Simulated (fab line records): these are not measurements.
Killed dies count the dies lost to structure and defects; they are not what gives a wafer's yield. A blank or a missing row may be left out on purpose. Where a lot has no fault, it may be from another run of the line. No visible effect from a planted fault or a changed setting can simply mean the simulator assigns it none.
Which tool is to blame? -- flow berkeley cmos170 -- 15 lots with 45 wafers sampled at 2 steps, on a route of 331 steps

## WHAT EACH GAUGE READ, for each wafer
UCB170_NWELL_TW_MEAS_16.
lot,measured,on,NWELL_TW
L753,day 2 15:36,film metro-04,1259 1249 1253
L754,day 2 15:41,film metro-04,1248 1253 1260
L758,day 3 11:11,film metro-01,1252 1255 1250
L757,day 3 11:14,film metro-03,1236 1232 1240
L756,day 3 11:25,film metro-01,1251 1254 1252
L759,day 3 19:45,film metro-03,1235 1236 1239
L761,day 4 05:35,film metro-03,1548 1554 1547 1547 1539 1548
L760,day 4 05:32,film metro-03,1240 1241 1234
L762,day 4 06:02,film metro-03,1547 1546 1545 1548 1542 1544
L768,day 5 12:31,film metro-01,1565 1565 1564 1570 1569 1565
L773,day 6 14:54,film metro-04,1251 1253 1251
L772,day 6 15:08,film metro-01,1247 1250 1239
L774,day 7 03:01,film metro-01,1262 1251 1250
L775,day 7 08:27,film metro-03,1235 1240 1243
L776,day 7 14:29,film metro-01,1257 1252 1262

## WHAT TOOL EACH LOT RAN ON (gives the tool, then ch and the chambers of the sampled wafers, and finally the start)
lot,UCB170_NWELL_IMPLANT_14
L753,"implanter-02 ch 0, day 2 15:21"
L754,"implanter-01 ch 0, day 2 15:26"
L758,"implanter-04 ch 0, day 3 10:56"
L757,"implanter-01 ch 0, day 3 10:59"
L756,"implanter-02 ch 0, day 3 11:13"
L759,"implanter-01 ch 0, day 3 19:31"
L761,"implanter-01 ch 0, day 4 05:01"
L760,"implanter-04 ch 0, day 4 05:18"
L762,"implanter-02 ch 0, day 4 05:28"
L768,"implanter-02 ch 0, day 5 11:54"
L773,"implanter-01 ch 0, day 6 14:39"
L772,"implanter-04 ch 0, day 6 14:53"
L774,"implanter-01 ch 0, day 7 02:46"
L775,"implanter-02 ch 0, day 7 08:12"
L776,"implanter-02 ch 0, day 7 14:16"
- UCB170_NWELL_IMPLANT_14

## WHAT THE TOOLS THEMSELVES READ (means of the sampled wafers that have a number; where no wafer has one, the mark that the record gives instead)
The record holds no such reading with a usual standard deviation.

## THE ANSWER, worked out from the rows above alone
Rule: the usual values come from the lots themselves. The widest of any qualifying gaps counts: lots, ordered by their means at a reading, are off when they make up no more than a third of the lots, leave a main group of 4 or more, and stand apart from it by 3 or more times the standard deviation of that group's means. A main group is skipped when, at the precision printed for the reading in the tables above, its means are all equal. Also off: a lot with no number at a reading for which 4 or more lots have one. The other lots that the step has rows for count as sound. The gauges are gone through in route order, then the tools' own readings, and for those a lot's mean is taken as printed above. At the first step where some lot is off, the reading lying furthest off is the one used; lots without a number count as furthest.
Off: at UCB170_NWELL_TW_MEAS_16 (NWELL_TW), L761, L762, L768. Mean 1248 and standard deviation 7.5 in the main group.
If a tool, at a process step before that reading, ran all the lots that are off and no sound lot after the first of them, it fits. Those tools and the gauges at UCB170_NWELL_TW_MEAS_16 are tried in the same way. No candidate that was tried fits.

## WHAT WAS PUT IN BY THE SIMULATOR
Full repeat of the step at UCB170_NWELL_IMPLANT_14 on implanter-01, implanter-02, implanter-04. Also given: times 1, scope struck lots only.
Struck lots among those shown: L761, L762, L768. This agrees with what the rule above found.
